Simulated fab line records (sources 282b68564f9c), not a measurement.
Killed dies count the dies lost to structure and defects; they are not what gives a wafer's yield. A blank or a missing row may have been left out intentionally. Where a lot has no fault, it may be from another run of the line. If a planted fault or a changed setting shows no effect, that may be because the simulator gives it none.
Comparing a struck lot with a sound one	flow rit-cmos	22 steps out of a route of 202
Sound: these wafers, L735.1, L735.2, L735.6. Wafers L745.3, L745.4, L745.5 were the ones struck. The cause is given at the end.
Each step with rows lists, per side, the tool, then ch with its chambers, then its first start. Under that, the readings that differ: sound wafers	struck wafers	difference of the means	sigmas: that difference in standard deviations of wafers without a fault.
alike: same words and numbers on both sides, and readings whose means sit less than 2 such deviations apart. not compared: any withheld reading, any reading some wafer has no value for, any bound like >300 that may hide the same value, and any number with overlapping values for which the record gives no deviation.
Wherever a step has rows on one side only, a row that says differs or no value, or a row with sigmas, the two part there. Numbers that don't overlap but have no deviation are shown without sigmas and don't part them. A reading that every wafer of one side lacks parts them only if that side has two wafers or more.

first, 2 steps without rows for these wafers: RIT_NSD_HARDBAKE_07 (time 60 s); RIT_NSD_IMPLANT_08.
RIT_NSD_STRIP_09: strips in O2, time 180 s.
  sound on plasma-asher-04 ch 0,1, day 4 10:58; struck on plasma-asher-02 ch 0,1, day 6 12:53
  alike: drypump-motor-current-A
  not compared: rf-hours-counter-h
RIT_NSD_TW_MEAS_10:
  sound on film-metro-03 at day 4 11:09; struck on film-metro-03 at day 6 13:01
  alike: NSD_TW
then, 6 steps without rows for these wafers: RIT_PSD_HMDS_00 (prime time 60 s); RIT_PSD_COAT_01 (resist thk 1000 nm); RIT_PSD_SOFTBAKE_02 (time 60 s); RIT_PSD_EXPOSE_03 (exposes mask M10, target cd 40900 nm); RIT_PSD_PEB_04; RIT_PSD_DEVELOP_05 (develop time 50 s).
RIT_PSD_OVL_MEAS_06:
  sound on overlay-01 at day 4 12:11; struck on overlay-02 at day 6 13:55
  alike: PSD_OVL
then, 1 step without rows for these wafers: RIT_PSD_HARDBAKE_07 (time 60 s).
RIT_PSD_IMPLANT_08:
  sound on implanter-03 ch 0, day 4 12:22; struck on implanter-03 ch 0, day 6 14:09
reading	sound	struck	difference	sigmas
beam-on-s (s)	13.3 12.9 12.7	10.0 10.5 9.8	-2.9	-3
dose-ions-cm2	5.003e+15 5.009e+15 4.995e+15	1.805e+15 1.797e+15 1.796e+15	-3.203e+15	-99 or more
end-station-pressure-torr (Torr)	1.49e-05 1.38e-05 1.49e-05	9.7e-06 9.7e-06 9.1e-06	-5.0e-06	-4
faraday-current-uA	11583 11818 12138	5592 5317 5727	-6301	-7
RIT_PSD_STRIP_09: strips in O2, time 180 s.
  sound on plasma-asher-01 ch 0,1, day 4 12:31; struck on plasma-asher-03 ch 0,1, day 6 14:19
  alike: drypump-motor-current-A
  not compared: rf-hours-counter-h
RIT_PSD_TW_MEAS_10:
  sound on film-metro-02 at day 4 12:41; struck on film-metro-02 at day 6 14:26
reading	sound	struck	difference	sigmas
PSD_TW	3359 3331 3344	2939 2940 2935	-407	-18
then, 3 steps without rows for these wafers: RIT_SDANNEAL_CLEAN_00 (cleans in SC1, time 600 s); RIT_SDANNEAL_CLEAN_01 (cleans in dHF, time 30 s); RIT_SDANNEAL_CLEAN_02 (cleans in SC2, time 600 s).
RIT_SDANNEAL_RTA_03: time 5 s.
  sound on rtp-anneal-02 ch 0, day 4 13:07; struck on rtp-anneal-02 ch 0, day 6 14:53
  alike: chamber-o2-ppm, wafer_temp_C_max
RIT_SDANNEAL_RS_MEAS_04: the measuring method here is four-point-probe.
  sound on film-metro-03 at day 4 13:11; struck on film-metro-02 at day 6 14:58
reading	sound	struck	difference	sigmas
PSD_RS (ohm/sq)	115.5 115.5 115.4	131.2 130.7 130.7	+15.4	+51
RIT_SDANNEAL_RS_MEAS_05: the measuring method here is four-point-probe.
  sound on film-metro-03 at day 4 13:18; struck on film-metro-02 at day 6 15:05
  alike: NSD_RS
RIT_M1_PROBE_99:
  sound on prober-01 at day 4 20:33; struck on prober-01 at day 6 22:49
reading	sound	struck	difference	sigmas
killed-at-contacts	1 0 1	0 0 0	-1	-3
model.etest.pmos_0p3.r-on-ohm-um	6392 6383 6371	6859 6814 6868	+465	
model.etest.pmos-turned.r-on-ohm-um	3625 3561 3571	3834 3778 3860	+238	
model.etest.pmos_0p15.r-on-ohm-um	2960 2851 2876	3112 3072 3130	+209	
model.etest.contact-pplus.end-ohm-um	46.3 47.27 47.44	81.32 80.55 84.41	+35.09	
model.etest.pmos_0p15.drive-ua-um	241.7 248.7 246.4	228 233.8 230.8	-15	
model.etest.pmos-turned.drive-ua-um	180.5 182.9 181.5	170.5 175.8 167.5	-10.4	
model.etest.pmos_0p3.drive-ua-um	100.8 100.3 99.02	90.7 93.48 91.57	-8.1	
model.etest.pmos-narrow.drive-ua-um	103.3 101.6 100.1	90.62 92.77 91.6	-10.00	
  alike: killed_at_M0_to_M3, killed-at-front-end, killed-dies, killed-on-rim, killed-open, killed-short

WHERE THEY PART
Last at RIT_M1_PROBE_99 as far as this record goes, first at RIT_PSD_IMPLANT_08.

WHY: what the simulator had put in
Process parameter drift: implanter-03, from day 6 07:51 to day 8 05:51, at RIT_PSD_IMPLANT_08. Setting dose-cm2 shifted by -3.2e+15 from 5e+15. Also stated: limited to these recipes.
